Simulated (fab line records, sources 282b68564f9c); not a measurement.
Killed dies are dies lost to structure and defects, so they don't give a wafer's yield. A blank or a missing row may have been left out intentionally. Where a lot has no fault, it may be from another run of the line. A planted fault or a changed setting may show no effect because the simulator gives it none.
Split-lot experiment | flow rit-cmos | route with 202 steps; 5 lots, 23 wafers read

ON THE SPLIT
At RIT_REOX_OXIDATION_03 (target thk 25.2 nm, ox time 5580 s), the setting temp-c was moved away from the recipe's 900 C on 20 of the 23 wafers read, by -2.2% to +2.5%. All remaining wafers had this setting at the recipe value.

Split to reading: the file shows no intervening step.

THE READING
At RIT_REOX_THK_MEAS_04: REOX_OXIDE_THK, given in nm. On this fab line, fault-free wafers typically give 25.1 nm with a standard deviation of 0.45 nm.

wafer  | tool, chamber at the split | temp-c as run, C | against the recipe | REOX_OXIDE_THK, nm | against lot-mates on the recipe
L074.1 | furnace-03, 0              | 900              | recipe             | 24.6               | -
L074.2 | furnace-03, 0              | 900              | recipe             | 24.5               | -
L074.5 | furnace-03, 0              | 900              | recipe             | 24.7               | -
L075.1 | -, -                       | 922.6            | +2.5%              | 31.7               | no lot-mate on the recipe
L075.2 | -, -                       | 922.6            | +2.5%              | 31.5               | no lot-mate on the recipe
L075.4 | -, -                       | 922.6            | +2.5%              | 31.3               | no lot-mate on the recipe
L075.5 | -, -                       | 922.6            | +2.5%              | 31.8               | no lot-mate on the recipe
L075.6 | -, -                       | 922.6            | +2.5%              | 31.6               | no lot-mate on the recipe
L079.1 | -, -                       | 880.2            | -2.2%              | 20.1               | no lot-mate on the recipe
L079.2 | -, -                       | 880.2            | -2.2%              | 20.1               | no lot-mate on the recipe
L079.4 | -, -                       | 880.2            | -2.2%              | 20.1               | no lot-mate on the recipe
L079.5 | -, -                       | 880.2            | -2.2%              | 19.8               | no lot-mate on the recipe
L079.6 | -, -                       | 880.2            | -2.2%              | 20.1               | no lot-mate on the recipe
L080.1 | -, -                       | 885.2            | -1.6%              | 22.3               | no lot-mate on the recipe
L080.2 | -, -                       | 885.2            | -1.6%              | 21.8               | no lot-mate on the recipe
L080.4 | -, -                       | 885.2            | -1.6%              | 21.8               | no lot-mate on the recipe
L080.5 | -, -                       | 885.2            | -1.6%              | 22.0               | no lot-mate on the recipe
L080.6 | -, -                       | 885.2            | -1.6%              | 22.0               | no lot-mate on the recipe
L085.1 | -, -                       | 920.9            | +2.3%              | 30.7               | no lot-mate on the recipe
L085.2 | -, -                       | 920.9            | +2.3%              | 30.8               | no lot-mate on the recipe
L085.3 | -, -                       | 920.9            | +2.3%              | 30.3               | no lot-mate on the recipe
L085.4 | -, -                       | 920.9            | +2.3%              | 30.6               | no lot-mate on the recipe
L085.6 | -, -                       | 920.9            | +2.3%              | 30.5               | no lot-mate on the recipe

FIT RESULTS
A straight line over all 23 wafers: REOX_OXIDE_THK changes by +2.34 nm for each +1% of temp-c; r = +1.00; the points scatter about the line by 0.46 nm.
Too few moved wafers with a lot-mate on the recipe to fit a line net of each lot's own level.

THE WHOLE CHAIN: every reading that the file lists as answering this split, in the file's order
step                  | what it does                       | reading                                                                           | change (the file's fit)              | r (the file's)
RIT_REOX_OXIDATION_03 | target thk 25.2 nm, ox time 5580 s | SiO2_of_REOX_OXIDATION_03.thk-nm (the simulator's own value, which no gauge read) | +2.34 nm for each +1% of the setting | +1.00
RIT_REOX_THK_MEAS_04  |                                    | REOX_OXIDE_THK                                                                    | +2.34 for each +1% of the setting    | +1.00
RIT_SPACER_CLEAN_00   | cleans in SC1, time 600 s          | SiO2_of_REOX_OXIDATION_03.thk-nm (the simulator's own value, which no gauge read) | +2.16 nm for each +1% of the setting | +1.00

THE FILE'S OWN FIT
REOX_OXIDE_THK changes by +2.34 nm for each +1% of temp-c, r = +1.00.
